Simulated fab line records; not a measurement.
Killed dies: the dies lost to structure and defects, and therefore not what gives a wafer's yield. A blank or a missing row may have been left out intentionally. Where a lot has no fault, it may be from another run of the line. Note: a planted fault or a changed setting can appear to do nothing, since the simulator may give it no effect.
fab line records | flow berkeleyCmos170 | part 2 of 2: steps 29 to 40 of 40
[record] lots = 5 | wafers = 15 | lastDay = 12
route steps=331 shown NLDD@160 SPACER@171 PSD@175 NSD@187 BACKSIDE@199
lots with no fault: from the same line, run without faults
startH: hours from the record's first day to the start of the lot's first wafer shown | waitH: hours elapsed since this lot's preceding step | " unchanged from the row above | L1.1+2: one row covering several wafers at once | - no value, or no start was given | * or withheld: withheld | < > ~ a bound
route shown NAME@n: names a module that has steps shown in the file, with the first one's number in the route | usual: mean/standard deviation of fault-free wafers | same: alike in all rows | chamber/n: place in a boat | sites: per-site readings | _std_site: the values' standard deviation | _edge_site: outer sites' mean less inner sites' | radiusMm: for every site, how far away it sits from the centre of the wafer | mask NAME#n: copy n | behind: tool/chamber where the wafer was last shaped | hold: what put the lot on hold/how long, in hours/how the hold closed | device: whichever transistor did not switch (one of n, p or np) | end of line: tests of these same wafers at the route's end | step lacking rows: just its recipe | killed: dies lost to structure and defects at the first sort, not the wafer's yield | map: a wafer's dies, marking killed ones x, the rest . and places with no die _
set.NAME: the run value of the setting; set.NAME@STEP: its run value at that earlier step | model.NAME: the simulator's own value behind a step, which no gauge read
lots at some steps of the route; a table a step, a row a wafer
services: a tool's chamber out of use, with start hour (startH, from the record's first day; less than 0 if before it), hours out, and reason
[[steps]]
[step UCB170_NSD_COAT_01]
[recipe] resist = KrF | spinRpm = 1500 | resistThkNm = 900
[usual] exhaustPa = 44.8/0.82
lot.wafer | tool          | chamber | startH | waitH | exhaustPa
L079.2    | lithoTrack-03 | 0       | 186.06 | 0.1   | 46.6
L079.4    | "             | 0       | "      | "     | 45.7
L079.6    | "             | 0       | "      | "     | 47.5
L087.3    | lithoTrack-04 | 0       | 219.96 | 0.1   | 44.7
L087.5    | "             | 0       | "      | "     | 45.1
L087.6    | "             | 0       | "      | "     | 44.4
L090.2    | lithoTrack-02 | 0       | 227.03 | 0.1   | 44.3
L090.3    | "             | 0       | "      | "     | 43.7
L090.6    | "             | 0       | "      | "     | 44.9
L094.1    | lithoTrack-04 | 0       | 255.98 | 0.1   | 45.0
L094.2    | "             | 0       | "      | "     | 44.9
L094.5    | "             | 0       | "      | "     | 45.6
L096.1    | lithoTrack-04 | 0       | 269.87 | 0.1   | 44.9
L096.4    | "             | 0       | "      | "     | 44.0
L096.6    | "             | 0       | "      | "     | 44.3
[step UCB170_NSD_SOFTBAKE_02]
[recipe] resist = KrF | tempC = 130 | timeS = 60
[usual] exhaustPa = 45.1/0.97
lot.wafer | tool          | chamber | startH | waitH | exhaustPa
L079.2    | lithoTrack-03 | 0       | 186.21 | 0.1   | 45.8
L079.4    | "             | 0       | "      | "     | 45.1
L079.6    | "             | 0       | "      | "     | 44.5
L087.3    | lithoTrack-04 | 0       | 220.11 | 0.1   | 44.9
L087.5    | "             | 0       | "      | "     | 45.5
L087.6    | "             | 0       | "      | "     | 45.5
L090.2    | lithoTrack-02 | 0       | 227.18 | 0.1   | 48.4
L090.3    | "             | 0       | "      | "     | 46.2
L090.6    | "             | 0       | "      | "     | 44.9
L094.1    | lithoTrack-04 | 0       | 256.13 | 0.1   | 44.9
L094.2    | "             | 0       | "      | "     | 45.9
L094.5    | "             | 0       | "      | "     | 46.0
L096.1    | lithoTrack-04 | 0       | 270.02 | 0.1   | 45.3
L096.4    | "             | 0       | "      | "     | 45.8
L096.6    | "             | 0       | "      | "     | 46.4
[step UCB170_NSD_EXPOSE_03]
[recipe] maskId = NSELECT_MOD | na = 0.5 | sigmaOuter = 0.6 | sourceShape = conventional | targetCdNm = 1200 | doseMj = 30
lot.wafer  | tool          | chamber | startH | waitH | mask
L079.2+4+6 | krfScanner-01 | 0       | -      | -     | NSELECT_MOD#0
L087.3+5+6 | krfScanner-02 | 0       | 220.37 | 0.2   | NSELECT_MOD#0
L090.2+3+6 | krfScanner-01 | 0       | 227.33 | 0.1   | NSELECT_MOD#0
L094.1+2+5 | krfScanner-01 | 0       | 256.41 | 0.2   | NSELECT_MOD#0
L096.1+4+6 | krfScanner-02 | 0       | 270.29 | 0.2   | NSELECT_MOD#0
[step UCB170_NSD_PEB_04]
[recipe] pebTempC = 130 | pebTimeS = withheld | resist = KrF
[usual] exhaustPa = 44.9/0.83
lot.wafer | tool          | chamber | startH | waitH | exhaustPa
L079.2    | lithoTrack-02 | 0       | -      | -     | 42.5
L079.4    | "             | 0       | "      | "     | 45.1
L079.6    | "             | 0       | "      | "     | 43.4
L087.3    | lithoTrack-02 | 0       | 220.98 | 0.6   | 45.2
L087.5    | "             | 0       | "      | "     | 45.1
L087.6    | "             | 0       | "      | "     | 45.7
L090.2    | lithoTrack-03 | 0       | 227.45 | 0.1   | 44.4
L090.3    | "             | 0       | "      | "     | 44.0
L090.6    | "             | 0       | "      | "     | 43.9
L094.1    | lithoTrack-04 | 0       | 256.52 | 0.1   | 46.3
L094.2    | "             | 0       | "      | "     | 46.5
L094.5    | "             | 0       | "      | "     | 45.6
L096.1    | lithoTrack-03 | 0       | 270.41 | 0.1   | 44.8
L096.4    | "             | 0       | "      | "     | 46.1
L096.6    | "             | 0       | "      | "     | 45.1
[step UCB170_NSD_DEVELOP_05]
[recipe] developer = TMAH | developTimeS = 45 | resist = KrF | devTempC = 21
[usual] exhaustPa = 45.0/1
lot.wafer | tool          | chamber | startH | waitH | exhaustPa
L079.2    | lithoTrack-02 | 0       | -      | -     | 45.5
L079.4    | "             | 0       | "      | "     | 46.2
L079.6    | "             | 0       | "      | "     | 45.5
L087.3    | lithoTrack-02 | 0       | -      | -     | 44.7
L087.5    | "             | 0       | "      | "     | 45.1
L087.6    | "             | 0       | "      | "     | 45.4
L090.2    | lithoTrack-03 | 0       | -      | -     | 44.0
L090.3    | "             | 0       | "      | "     | 44.5
L090.6    | "             | 0       | "      | "     | 44.2
L094.1    | lithoTrack-04 | 0       | -      | -     | 44.6
L094.2    | "             | 0       | "      | "     | 44.2
L094.5    | "             | 0       | "      | "     | 46.1
L096.1    | lithoTrack-03 | 0       | -      | -     | 45.2
L096.4    | "             | 0       | "      | "     | 47.6
L096.6    | "             | 0       | "      | "     | 47.1
[step UCB170_NSD_CD_MEAS_06]
[recipe] targetCdNm = 1200
[usual] cdNm = 1200.0/1.3
lot.wafer | tool     | chamber | startH | waitH | cdNm
L079.2    | cdSem-01 | -       | 188.83 | -     | 1199.3
L079.4    | "        | -       | "      | "     | 1198.9
L079.6    | "        | -       | "      | "     | 1198.2
L087.3    | cdSem-02 | -       | 221.25 | -     | 1199.1
L087.5    | "        | -       | "      | "     | 1200.4
L087.6    | "        | -       | "      | "     | 1199.2
L090.2    | cdSem-02 | -       | 227.72 | -     | 1201.3
L090.3    | "        | -       | "      | "     | 1202.9
L090.6    | "        | -       | "      | "     | 1201.2
L094.1    | cdSem-01 | -       | 256.80 | -     | 1202.5
L094.2    | "        | -       | "      | "     | 1200.6
L094.5    | "        | -       | "      | "     | 1202.1
L096.1    | cdSem-02 | -       | 270.69 | -     | 1199.1
L096.4    | "        | -       | "      | "     | 1199.4
L096.6    | "        | -       | "      | "     | 1199.6
[step UCB170_NSD_OVL_MEAS_07]
[usual] NSD_OVL = 6/4.8
lot.wafer | tool       | chamber | startH | waitH | NSD_OVL[nm]
L079.2    | overlay-01 | -       | 188.94 | 0.1   | 7
L079.4    | "          | -       | "      | "     | 7
L079.6    | "          | -       | "      | "     | 7
L087.3    | overlay-02 | -       | 221.34 | 0.1   | 2
L087.5    | "          | -       | "      | "     | 2
L087.6    | "          | -       | "      | "     | 9
L090.2    | overlay-01 | -       | 227.83 | 0.1   | 7
L090.3    | "          | -       | "      | "     | 0
L090.6    | "          | -       | "      | "     | 9
L094.1    | overlay-02 | -       | 256.92 | 0.1   | 5
L094.2    | "          | -       | "      | "     | 6
L094.5    | "          | -       | "      | "     | 10
L096.1    | overlay-01 | -       | 270.81 | 0.1   | 3
L096.4    | "          | -       | "      | "     | 3
L096.6    | "          | -       | "      | "     | 9
[step UCB170_NSD_IMPLANT_08]
[recipe] species = P | doseCm2 = 3e+15 | energyKev = 40 | tiltDeg = 7
lot.wafer  | tool         | chamber | startH | waitH
L079.2+4+6 | implanter-03 | 0       | 188.99 | 0.0
L087.3+5+6 | implanter-03 | 0       | 221.41 | 0.1
L090.2+3+6 | implanter-02 | 0       | 227.88 | 0.0
L094.1+2+5 | implanter-04 | 0       | 256.95 | 0.0
L096.1+4+6 | implanter-03 | 0       | 270.84 | 0.0
[step UCB170_NSD_STRIP_09]
[recipe] chemistry = O2 | powerW = 400 | pressureMtorr = 3500 | platenTempC = withheld | o2FlowSccm = 400 | overashFraction = 0.5
[usual] drypumpMotorCurrentA = 5.8/0.66 | oesProductAu = 0.534/0.0047 | stripTimeToEndpointS = 35.81/0.066
lot.wafer | tool           | chamber | startH | waitH | drypumpMotorCurrentA | oesProductAu | rfHoursCounterH | stripTimeToEndpointS
L079.2    | plasmaAsher-04 | 1       | 189.12 | 0.1   | 6.0                  | 0.533        | 9               | 35.91
L079.4    | "              | 1       | "      | "     | 6.0                  | 0.532        | -               | 35.83
L079.6    | "              | 0       | "      | "     | 6.7                  | 0.533        | -               | 35.87
L087.3    | plasmaAsher-01 | 0       | 221.55 | 0.1   | 4.8                  | 0.542        | -               | 35.71
L087.5    | "              | 1       | "      | "     | 5.5                  | 0.534        | -               | 35.75
L087.6    | "              | 0       | "      | "     | 4.8                  | 0.532        | -               | 35.76
L090.2    | plasmaAsher-03 | 1       | 228.01 | 0.1   | 6.1                  | 0.540        | 52              | 35.75
L090.3    | "              | 1       | "      | "     | 6.1                  | 0.537        | -               | 35.67
L090.6    | "              | 1       | "      | "     | 6.1                  | 0.538        | -               | 35.78
L094.1    | plasmaAsher-04 | 0       | 257.10 | 0.1   | 6.7                  | 0.534        | 17              | 35.76
L094.2    | "              | 1       | "      | "     | 6.0                  | 0.530        | 17              | 35.81
L094.5    | "              | 0       | "      | "     | 6.7                  | 0.540        | -               | 35.82
L096.1    | plasmaAsher-04 | 1       | 270.99 | 0.1   | 6.0                  | 0.532        | 18              | 35.84
L096.4    | "              | 0       | "      | "     | 6.7                  | 0.534        | -               | 35.83
L096.6    | "              | 0       | "      | "     | 6.7                  | 0.532        | -               | 35.83
[step UCB170_NSD_TW_MEAS_10]
[usual] NSD_TW = 4197/36
lot.wafer | tool         | chamber | startH | waitH | NSD_TW
L079.2    | filmMetro-03 | -       | 189.23 | 0.1   | 4200
L079.4    | "            | -       | "      | "     | 4177
L079.6    | "            | -       | "      | "     | 4147
L087.3    | filmMetro-04 | -       | 221.63 | 0.1   | 4221
L087.5    | "            | -       | "      | "     | 4258
L087.6    | "            | -       | "      | "     | 4235
L090.2    | filmMetro-03 | -       | 228.12 | 0.1   | 4144
L090.3    | "            | -       | "      | "     | 4139
L090.6    | "            | -       | "      | "     | 4139
L094.1    | filmMetro-04 | -       | 257.20 | 0.1   | 4236
L094.2    | "            | -       | "      | "     | 4227
L094.5    | "            | -       | "      | "     | 4229
L096.1    | filmMetro-03 | -       | 271.09 | 0.1   | 4131
L096.4    | "            | -       | "      | "     | 4149
L096.6    | "            | -       | "      | "     | 4127
[step UCB170_NSD_CLEAN_11]
[recipe] chemistry = SPM | tempC = 120 | timeS = 600
lot.wafer  | tool        | chamber | startH | waitH
L079.2+4+6 | wetBench-01 | 3       | 189.42 | 0.2
L087.3+5+6 | wetBench-01 | 1       | 221.67 | 0.0
L090.2+3+6 | wetBench-03 | 1       | 228.17 | 0.0
L094.1+2+5 | wetBench-03 | 3       | 257.28 | 0.1
L096.1+4+6 | wetBench-03 | 3       | 271.15 | 0.1
[step UCB170_BACKSIDE_HMDS_00]
[recipe] primeTimeS = 60 | primeTempC = 100
[usual] exhaustPa = 44.8/1.1 | primeTempC = 100.04/0.13
[same] primeTimeS = 60
lot.wafer | tool          | chamber | startH | waitH | exhaustPa | primeTempC
L079.2    | lithoTrack-01 | 0       | 190.91 | 1.3   | 44.3      | 99.84
L079.4    | "             | 0       | "      | "     | 45.1      | 99.90
L079.6    | "             | 0       | "      | "     | 43.5      | 100.02
L087.3    | lithoTrack-01 | 0       | 221.91 | 0.1   | 45.1      | 99.95
L087.5    | "             | 0       | "      | "     | 44.0      | 100.08
L087.6    | "             | 0       | "      | "     | 44.8      | 100.10
L090.2    | lithoTrack-03 | 0       | 228.37 | 0.0   | 47.2      | 100.11
L090.3    | "             | 0       | "      | "     | 46.1      | 100.17
L090.6    | "             | 0       | "      | "     | 47.6      | 100.05
L094.1    | lithoTrack-04 | 0       | 257.46 | 0.0   | 45.7      | 100.06
L094.2    | "             | 0       | "      | "     | 45.6      | 100.09
L094.5    | "             | 0       | "      | "     | 46.8      | 100.09
L096.1    | lithoTrack-04 | 0       | 271.40 | 0.1   | 44.2      | 99.98
L096.4    | "             | 0       | "      | "     | 43.8      | 100.00
L096.6    | "             | 0       | "      | "     | 43.5      | 100.09
[[services]]
tool           | chamber | startH | hours | kind
plasmaAsher-01 | -       | 157.65 | 0.6   | repair
plasmaAsher-02 | -       | 158.13 | 6.6   | pm
rieDiel-04     | 1       | 165.43 | 3.0   | repair
wetBench-04    | -       | 169.59 | 11.1  | repair
pecvd-04       | -       | 172.65 | 3.1   | repair
krfScanner-02  | -       | 187.76 | 0.4   | repair
krfScanner-02  | -       | 193.20 | 0.8   | pm
krfScanner-01  | -       | 194.13 | 0.8   | pm
krfScanner-02  | -       | 194.90 | 1.0   | pm
implanter-04   | -       | 197.56 | 3.1   | repair
furnace-04     | -       | 201.16 | 3.3   | pm
implanter-01   | -       | 208.34 | 0.9   | repair
implanter-04   | -       | 212.25 | 5.0   | pm
implanter-04   | -       | 217.86 | 6.5   | pm
rieDiel-03     | 2       | 218.54 | 1.2   | repair
krfScanner-01  | -       | 229.34 | 1.0   | pm
furnace-04     | -       | 244.24 | 4.3   | pm
plasmaAsher-03 | -       | 247.36 | 0.5   | repair
implanter-01   | -       | 249.12 | 3.4   | repair
rieDiel-04     | 0       | 253.11 | 6.5   | repair
implanter-01   | -       | 260.36 | 4.6   | pm
krfScanner-02  | -       | 264.59 | 1.3   | pm
implanter-01   | -       | 266.34 | 3.7   | pm
furnace-02     | -       | 268.13 | 2.9   | pm
